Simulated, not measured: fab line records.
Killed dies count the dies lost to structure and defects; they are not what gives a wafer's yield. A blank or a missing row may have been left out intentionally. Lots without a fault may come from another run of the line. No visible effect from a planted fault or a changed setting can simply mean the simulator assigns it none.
What tool caused it? | flow berkeley_cmos170 | 42 wafers from 14 lots sampled at 5 of the route's 331 steps

== WHAT THE GAUGES SHOWED, per wafer ==
UCB170_SCREENOX_THK_MEAS_02.
lot  | measured     | on            | SCREENOX_OXIDE_THK (nm)
L804 | day 6 12:40  | film_metro-02 | 14.31 14.68 14.27
L805 | day 6 12:40  | film_metro-01 | 13.81 14.11 14.07
L803 | day 6 12:38  | film_metro-04 | 14.01 13.99 13.72
L808 | day 6 23:41  | film_metro-01 | 14.65 14.40 14.35
L806 | day 6 23:38  | film_metro-02 | 14.33 14.06 14.59
L809 | day 7 13:02  | film_metro-01 | 14.14 14.13 14.14
L810 | day 7 13:02  | film_metro-04 | 14.38 14.32 14.36
L812 | day 7 22:43  | film_metro-02 | 14.39 14.39 14.42
L811 | day 7 22:43  | film_metro-04 | 14.32 14.33 14.27
L815 | day 8 06:36  | film_metro-04 | 14.60 14.58 14.46
L816 | day 8 20:37  | film_metro-01 | 14.39 14.63 14.40
L819 | day 9 07:58  | film_metro-01 | 10.54 10.99 10.67
L818 | day 9 08:02  | film_metro-04 | 10.43 10.48 10.67
L826 | day 11 01:56 | film_metro-04 | 14.54 14.59 14.48

UCB170_PVT_OVL_MEAS_06.
lot  | measured     | on         | PVT_OVL (nm)
L804 | day 6 22:34  | overlay-02 | 2 4 10
L805 | day 6 23:02  | overlay-02 | 4 1 1
L803 | day 6 22:47  | overlay-02 | -3 -5 -1
L808 | day 7 08:13  | overlay-02 | -9 -5 -2
L806 | day 7 07:47  | overlay-02 | 7 -4 2
L809 | day 7 21:59  | overlay-02 | -5 1 -6
L810 | day 7 22:32  | overlay-02 | 9 1 5
L812 | day 8 08:31  | overlay-02 | 0 7 5
L811 | day 8 06:25  | overlay-02 | 7 0 3
L815 | day 8 17:13  | overlay-02 | 0 -6 -2
L816 | day 9 05:38  | overlay-02 | 9 0 -8
L819 | day 9 16:48  | overlay-02 | -6 5 -5
L818 | day 9 16:31  | overlay-01 | 2 3 5
L826 | day 11 10:25 | overlay-01 | -1 7 8

UCB170_GATE_THK_MEAS_05.
lot  | measured     | on            | GATE_POLY_THK (nm)
L804 | day 7 12:13  | film_metro-02 | 214.1 212.6 212.6
L805 | day 7 12:13  | film_metro-04 | 213.4 214.4 213.9
L803 | day 7 12:12  | film_metro-03 | 213.0 214.4 211.8
L808 | day 7 19:18  | film_metro-03 | 217.6 215.5 217.5
L806 | day 7 19:18  | film_metro-04 | 211.9 210.1 210.4
L809 | day 8 12:13  | film_metro-04 | 217.2 218.9 216.3
L810 | day 8 12:13  | film_metro-03 | 214.8 215.6 215.6
L812 | day 8 20:35  | film_metro-04 | 217.0 217.0 216.9
L811 | day 8 20:35  | film_metro-03 | 216.4 215.9 217.0
L815 | day 9 07:03  | film_metro-03 | 214.4 214.8 213.2
L816 | day 9 16:35  | film_metro-03 | 213.7 214.9 214.1
L819 | day 10 10:20 | film_metro-02 | 214.0 216.1 214.8
L818 | day 10 10:20 | film_metro-03 | 215.9 216.3 216.3
L826 | day 11 20:34 | film_metro-03 | 213.2 213.5 211.2

== WHICH TOOL RAN EACH LOT (tool, then ch and the chambers of the sampled wafers, then the start) ==
lot  | UCB170_PFIELD_STRIP_08              | UCB170_SCREENOX_OXIDATION_01
L804 | plasma_asher-04 ch 0,1, day 5 09:05 | furnace-01 ch 0, day 6 10:58
L805 | plasma_asher-01 ch 0,1, day 5 09:22 | furnace-01 ch 0, day 6 10:58
L803 | plasma_asher-04 ch 0,1, day 5 09:35 | furnace-01 ch 0, day 6 10:58
L808 | plasma_asher-04 ch 0,1, day 5 20:25 | furnace-01 ch 0, day 6 21:58
L806 | plasma_asher-01 ch 0,1, day 5 20:42 | furnace-01 ch 0, day 6 21:58
L809 | plasma_asher-01 ch 0, day 6 08:16   | furnace-04 ch 0, day 7 11:22
L810 | plasma_asher-03 ch 0,1, day 6 08:40 | furnace-04 ch 0, day 7 11:22
L812 | plasma_asher-01 ch 0,1, day 6 23:29 | furnace-04 ch 0, day 7 21:02
L811 | plasma_asher-03 ch 0,1, day 6 23:31 | furnace-04 ch 0, day 7 21:02
L815 | plasma_asher-01 ch 0,1, day 7 05:04 | furnace-01 ch 0, day 8 04:55
L816 | plasma_asher-03 ch 0,1, day 7 19:33 | furnace-04 ch 0, day 8 18:55
L819 | plasma_asher-03 ch 0,1, day 8 03:15 | furnace-04 ch 0, day 9 06:17
L818 | plasma_asher-04 ch 0,1, day 8 03:20 | furnace-04 ch 0, day 9 06:17
L826 | plasma_asher-01 ch 0,1, day 9 17:41 | furnace-02 ch 0, day 11 00:16
- UCB170_PFIELD_STRIP_08: strips in O2.
- UCB170_SCREENOX_OXIDATION_01: target thk 14.4 nm, ox time 2400 s.

== AS READ BY THE TOOLS THEMSELVES (means over the sampled wafers that have a number; for cases with no such wafer, the mark the record gives instead) ==
UCB170_PFIELD_STRIP_08.
lot  | tool            | drypump_motor_current_A (A) | o2_flow_sccm (sccm) | oes_product_au (a.u.) | strip_time_to_endpoint_s (s)
L804 | plasma_asher-04 | 6.0                         | 400.3               | 0.732                 | 21.65
L805 | plasma_asher-01 | 5.2                         | 400.7               | 0.737                 | 21.66
L803 | plasma_asher-04 | 6.0                         | 400.0               | 0.733                 | 21.70
L808 | plasma_asher-04 | 6.2                         | 400.6               | 0.739                 | 21.52
L806 | plasma_asher-01 | 5.2                         | 400.4               | 0.735                 | 21.68
L809 | plasma_asher-01 | 5.3                         | 399.8               | 0.735                 | 21.62
L810 | plasma_asher-03 | 5.7                         | 400.5               | 0.734                 | 21.65
L812 | plasma_asher-01 | 5.1                         | 398.7               | 0.737                 | 21.61
L811 | plasma_asher-03 | 5.7                         | 399.1               | 0.731                 | 21.64
L815 | plasma_asher-01 | 5.2                         | 400.9               | 0.737                 | 21.65
L816 | plasma_asher-03 | 5.7                         | 399.5               | 0.731                 | 21.66
L819 | plasma_asher-03 | 5.7                         | 399.5               | 0.732                 | 21.66
L818 | plasma_asher-04 | 6.1                         | 399.7               | 0.735                 | 21.44
L826 | plasma_asher-01 | 5.2                         | 399.7               | 0.734                 | 21.56

UCB170_SCREENOX_OXIDATION_01.
lot  | tool       | spike_tc_centre_C (C) | spike_tc_load_C (C) | spike_tc_source_C (C) | tube_center_temp_C (C) | tube_center_temp_C_max | zone_power_centre_pct (%)
L804 | furnace-01 | 902.2                 | 921.8               | 925.6                 | 900.01                 | 902.0                  | 37.6
L805 | furnace-01 | 901.4                 | 921.9               | 926.7                 | 900.03                 | 902.5                  | 37.5
L803 | furnace-01 | 901.7                 | 921.8               | 925.7                 | 899.94                 | 902.4                  | 37.0
L808 | furnace-01 | 902.0                 | 921.7               | 926.1                 | 899.90                 | 902.4                  | 37.2
L806 | furnace-01 | 902.4                 | 920.9               | 926.5                 | 900.04                 | 902.4                  | 37.4
L809 | furnace-04 | 902.6                 | 922.9               | 924.7                 | 899.97                 | 902.4                  | 41.7
L810 | furnace-04 | 902.4                 | 923.9               | 925.3                 | 900.08                 | 903.0                  | 42.0
L812 | furnace-04 | 902.0                 | 924.4               | 924.8                 | 900.05                 | 902.8                  | 42.0
L811 | furnace-04 | 902.5                 | 924.7               | 924.0                 | 899.96                 | 902.2                  | 41.7
L815 | furnace-01 | 900.6                 | 922.2               | 926.0                 | 900.00                 | 902.6                  | 37.5
L816 | furnace-04 | 902.9                 | 924.5               | 925.6                 | 899.93                 | 902.2                  | 41.7
L819 | furnace-04 | 875.4                 | 896.7               | 897.5                 | 872.74                 | 875.0                  | 40.6
L818 | furnace-04 | 874.6                 | 896.8               | 896.1                 | 872.69                 | 874.7                  | 40.2
L826 | furnace-02 | 904.4                 | 920.3               | 919.0                 | 899.92                 | 902.3                  | 37.4

== THE ANSWER, worked out from the rows above alone ==
Rule: usual is defined by the lots themselves. The widest of any qualifying gaps counts: lots, ordered by their means at a reading, are off when they make up no more than a third of the lots, leave a main group of 4 or more, and stand apart from it by 3 or more times the standard deviation of that group's means. The tables above print the reading to a certain number of digits; a main group whose means all agree to those digits is not used. Also off: a lot with no number at a reading for which 4 or more lots have one. The other lots that the step has rows for count as sound. After the gauges, taken in route order, come the tools' own readings; for these a lot's mean is taken, as printed above. At the first step where some lot is off, the reading lying furthest off is the one used; lots without a number count as furthest.
Off: L819, L818, seen at UCB170_SCREENOX_THK_MEAS_02 (SCREENOX_OXIDE_THK). The main group has a mean of 14.32 nm with a standard deviation of 0.2.
If a tool, at a process step before that reading, ran all the lots that are off and no sound lot after the first of them, it fits. Not tried: the gauges at UCB170_SCREENOX_THK_MEAS_02; whatever is off there is also off at UCB170_SCREENOX_OXIDATION_01, on other tools, and gauge error can't account for it. One fits: UCB170_SCREENOX_OXIDATION_01 on furnace-04. Its last sound lot is L816 (day 8 18:55), its first lot that is off L818 (day 9 06:17): a fault that began between those two fits.
The tool's own readings at UCB170_SCREENOX_OXIDATION_01 bear it out: on the lots that are off they differ by more than 5 times the standard deviation of the sound lots' means. spike_tc_centre_C reads 875.0 C there against 902.3 C on the sound lots; spike_tc_load_C reads 896.8 C there against 922.6 C on the sound lots; spike_tc_source_C reads 896.8 C there against 925.0 C on the sound lots; tube_center_temp_C reads 872.72 C there against 899.99 C on the sound lots; tube_center_temp_C_max reads 874.9 there against 902.4 on the sound lots.

== WHAT THE SIMULATOR HAD INSERTED ==
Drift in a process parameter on furnace-04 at UCB170_SCREENOX_OXIDATION_01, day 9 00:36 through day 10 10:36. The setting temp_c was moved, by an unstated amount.
Struck lots among those shown: L819, L818. The rule given above showed the same thing.
